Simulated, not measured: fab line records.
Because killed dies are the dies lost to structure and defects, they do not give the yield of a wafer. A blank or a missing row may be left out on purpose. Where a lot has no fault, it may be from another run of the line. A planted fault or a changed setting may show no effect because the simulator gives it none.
Which tool did it? | flow rit_cmos | 14 lots with 42 wafers sampled at 2 steps, on a route of 202 steps

== WHAT THE GAUGES SHOWED, per wafer ==
RIT_GATE_OVL_MEAS_17. Usual: GATE_OVL gives -0.7 nm (standard deviation 1.4).
lot  | measured    | on         | GATE_OVL (nm)     | flag
L666 | day 2 20:04 | overlay-02 | -1.9 -0.6 -0.1    |
L667 | day 3 01:17 | overlay-02 | 0.0 0.0 -2.2      |
L668 | day 3 09:05 | overlay-02 | -0.2 0.7 -1.7     |
L669 | day 3 12:25 | overlay-02 | 0.5 1.2 1.8       |
L671 | day 4 03:19 | overlay-01 | -1.3 -1.1 -0.3    |
L673 | day 4 11:53 | overlay-01 | -1.5 -2.9 -0.5    |
L674 | day 4 12:29 | overlay-02 | -1.3 -0.4 -1.9    |
L680 | day 5 15:59 | overlay-01 | -3.6 -2.8 -2.7    |
L681 | day 5 22:07 | overlay-02 | 239.1 238.4 239.0 | OFF
L682 | day 6 00:27 | overlay-01 | 239.8 239.5 240.2 | OFF
L684 | day 6 10:29 | overlay-01 | -3.2 -2.0 -1.8    |
L685 | day 6 15:58 | overlay-02 | -1.3 -1.9 -1.3    |
L686 | day 6 20:13 | overlay-02 | -1.0 0.4 -0.9     |
L687 | day 6 23:15 | overlay-01 | -1.0 -1.3 -0.3    |

== EACH LOT AND THE TOOL THAT RAN IT (in order: tool; ch and the chambers of the sampled wafers; start) ==
lot  | RIT_GATE_EXPOSE_13
L666 | iline_stepper-02 ch 0, day 2 19:33
L667 | iline_stepper-01 ch 0, day 3 00:47
L668 | iline_stepper-01 ch 0, day 3 08:34
L669 | iline_stepper-02 ch 0, day 3 11:56
L671 | iline_stepper-01 ch 0, day 4 02:49
L673 | iline_stepper-01 ch 0, day 4 11:19
L674 | iline_stepper-01 ch 0, day 4 11:52
L680 | iline_stepper-01 ch 0, day 5 15:28
L681 | iline_stepper-02 ch 0, day 5 21:31
L682 | iline_stepper-02 ch 0, day 5 23:58
L684 | iline_stepper-01 ch 0, day 6 09:52
L685 | iline_stepper-01 ch 0, day 6 15:27
L686 | iline_stepper-01 ch 0, day 6 19:43
L687 | iline_stepper-01 ch 0, day 6 22:33
- RIT_GATE_EXPOSE_13: exposes mask M6, target cd 150 nm.

== WHAT THE TOOLS THEMSELVES READ (means of the sampled wafers that have a number; where no wafer has one, the mark that the record gives instead) ==
RIT_GATE_EXPOSE_13. Usual: 0.0 nm for focus_offset_nm, sd 0.55.
lot  | tool             | focus_offset_nm (nm) | flag
L666 | iline_stepper-02 | -0.6                 |
L667 | iline_stepper-01 | -0.8                 |
L668 | iline_stepper-01 | 0.1                  |
L669 | iline_stepper-02 | 0.1                  |
L671 | iline_stepper-01 | 0.5                  |
L673 | iline_stepper-01 | 0.4                  |
L674 | iline_stepper-01 | 0.1                  |
L680 | iline_stepper-01 | -0.7                 |
L681 | iline_stepper-02 | -0.7                 |
L682 | iline_stepper-02 | 0.7                  |
L684 | iline_stepper-01 | -0.3                 |
L685 | iline_stepper-01 | -0.2                 |
L686 | iline_stepper-01 | -0.1                 |
L687 | iline_stepper-01 | 0.1                  |

== THE ANSWER, worked out from the rows above alone ==
Rule: a lot is off if the mean of its wafers that have a number lies more than 3 standard deviations from the usual mean. A lot without any number at a reading at which 4 lots or more have one is off too. Where the step has rows for the other lots, those lots are counted as sound. The gauges are gone through in route order, then the tools' own readings, and for those a lot's mean is taken as printed above. The first step at which some lot is off is used, and at that step the reading that is off furthest; a lot without a number counts as furthest.
Off: at RIT_GATE_OVL_MEAS_17 (GATE_OVL), L681, L682.
A tool fits if, at a process step before that reading, it ran every lot that is off, and no sound lot after the first of them. Those tools and the gauges at RIT_GATE_OVL_MEAS_17 are tried in the same way. One candidate fits, namely iline_stepper-02 at RIT_GATE_EXPOSE_13. A fault onset in the window from L669 (day 3 11:56, its last sound lot) to L681 (day 5 21:31, its first lot off) fits.

== WHAT WAS PUT IN BY THE SIMULATOR ==
Scanner matching overlay: iline_stepper-02, from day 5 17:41 on, at RIT_GATE_EXPOSE_13. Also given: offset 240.
Lots struck among those shown: L681, L682. The same result came from the rule above.
